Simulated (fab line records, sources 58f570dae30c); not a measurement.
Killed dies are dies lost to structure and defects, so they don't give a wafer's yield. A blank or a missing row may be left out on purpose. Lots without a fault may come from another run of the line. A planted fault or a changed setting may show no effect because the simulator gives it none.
Problem report in the 8D (eight disciplines) form, filled by code | flow berkeley_cmos170 | the parts of the form that need people (team, actions taken, sign-off) are left out

1. THE PROBLEM
ACTIVE_NITRIDE_THK at UCB170_ACTIVE_THK_MEAS_06 reads a mean of 183.0 nm on 6 wafers of 2 lots; wafers without a fault read 221.0 nm with a standard deviation of 2.4. That is -16 standard deviations from the usual mean.
First seen on wafer L511.1, day 7 19:44, on film_metro-02. The record holds 42 wafers of 14 lots with a number at this step. Rule for "out", or "out of limits": more than 4 standard deviations from the usual mean. The other wafers with a number count as sound.

2. WHAT IT IS AND WHAT IT IS NOT
question                    | is                           | is not
which readings at this step | ACTIVE_NITRIDE_THK           | -
which lots                  | L511, L512                   | L495, L496, L497, L499, L500, L502, L503, L505, L506, L508, L514, L515
which wafers of those lots  | all that have a number       | -
read on which gauges        | film_metro-01, film_metro-02 | film_metro-04
when                        | from day 7 19:44             | up to then (30 sound wafers); but 6 sound wafers of L514, L515 came after

3. SUSPECTS, AND WHAT RULES EACH OUT
Counting: a tool at a process step up to the reading stays a suspect if it ran every lot that is out and no sound lot after the first of them.
- the gauge at UCB170_ACTIVE_THK_MEAS_06: ruled out. The wafers that are out were read on 2 gauges (film_metro-01, film_metro-02).
- lpcvd-02 at UCB170_ACTIVE_CVD_05 (deposits Si3N4 from SiH2Cl2/NH3, target thk 220 nm, time 3300 s): kept. It ran every lot that is out, first L511 (day 7 17:49), and no sound lot after that; its last sound lot up to then is L506 (day 6 09:47). Its own readings are out on those wafers: pressure_mtorr.
Left after counting: lpcvd-02 at UCB170_ACTIVE_CVD_05.

4. THE CAUSE (what the simulator had put in)
Process parameter drift: lpcvd-02, from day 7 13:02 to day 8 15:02, at UCB170_ACTIVE_CVD_05. Setting pressure_mtorr, moved by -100, from 200. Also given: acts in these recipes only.
Counting left only this tool.

5. THE CHAIN OF EFFECTS, in route order
Each row: a reading whose mean over the struck wafers that have a number lies more than 3 standard deviations from the usual. Only readings for which the record gives a usual standard deviation are gone through. hours: the time from each lot's start at the first step in this table that gives one to its start at this step, as a median over the lots. sigmas: the change in usual standard deviations.
hours | step                      | reading            | usual       | on struck wafers | change | sigmas
0     | UCB170_ACTIVE_CVD_05      | pressure_mtorr     | 200.0 mTorr | 100.3            | -99.7  | -99 or more
2     | UCB170_ACTIVE_THK_MEAS_06 | ACTIVE_NITRIDE_THK | 221.0 nm    | 183.0            | -38.0  | -16
3     | UCB170_ACTIVE_ETCH_15     | oes_product_au     | 0.948 a.u.  | 0.849            | -0.099 | -5.2
The process steps in it:
- UCB170_ACTIVE_CVD_05: deposits Si3N4 from SiH2Cl2/NH3, target thk 220 nm, time 3300 s.
- UCB170_ACTIVE_ETCH_15: etches Si3N4 in CH3F/Ar/O2, stops on SiO2, target depth 242 nm, time 151 s.
Later measuring or inspecting steps at which every struck wafer that the step has a row for has a number for every such reading, and none has moved that far: UCB170_NVT_OVL_MEAS_06, UCB170_PVT_OVL_MEAS_06, UCB170_CONTACT_OVL_MEAS_16.

6. WHAT WOULD HAVE CAUGHT IT SOONER
In this record the first reading out of limits at a measuring or inspecting step was taken at day 7 19:44, 7 hours after the fault began at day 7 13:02.
The tool's own readings at UCB170_ACTIVE_CVD_05 were out on every struck wafer that the step has a row for (pressure_mtorr): an alarm limit on them would have fired on the first of those.
All the lots that are out (2) had begun UCB170_ACTIVE_CVD_05 on lpcvd-02 by day 7 19:44. A hold on the tool at that time would have spared none of them.
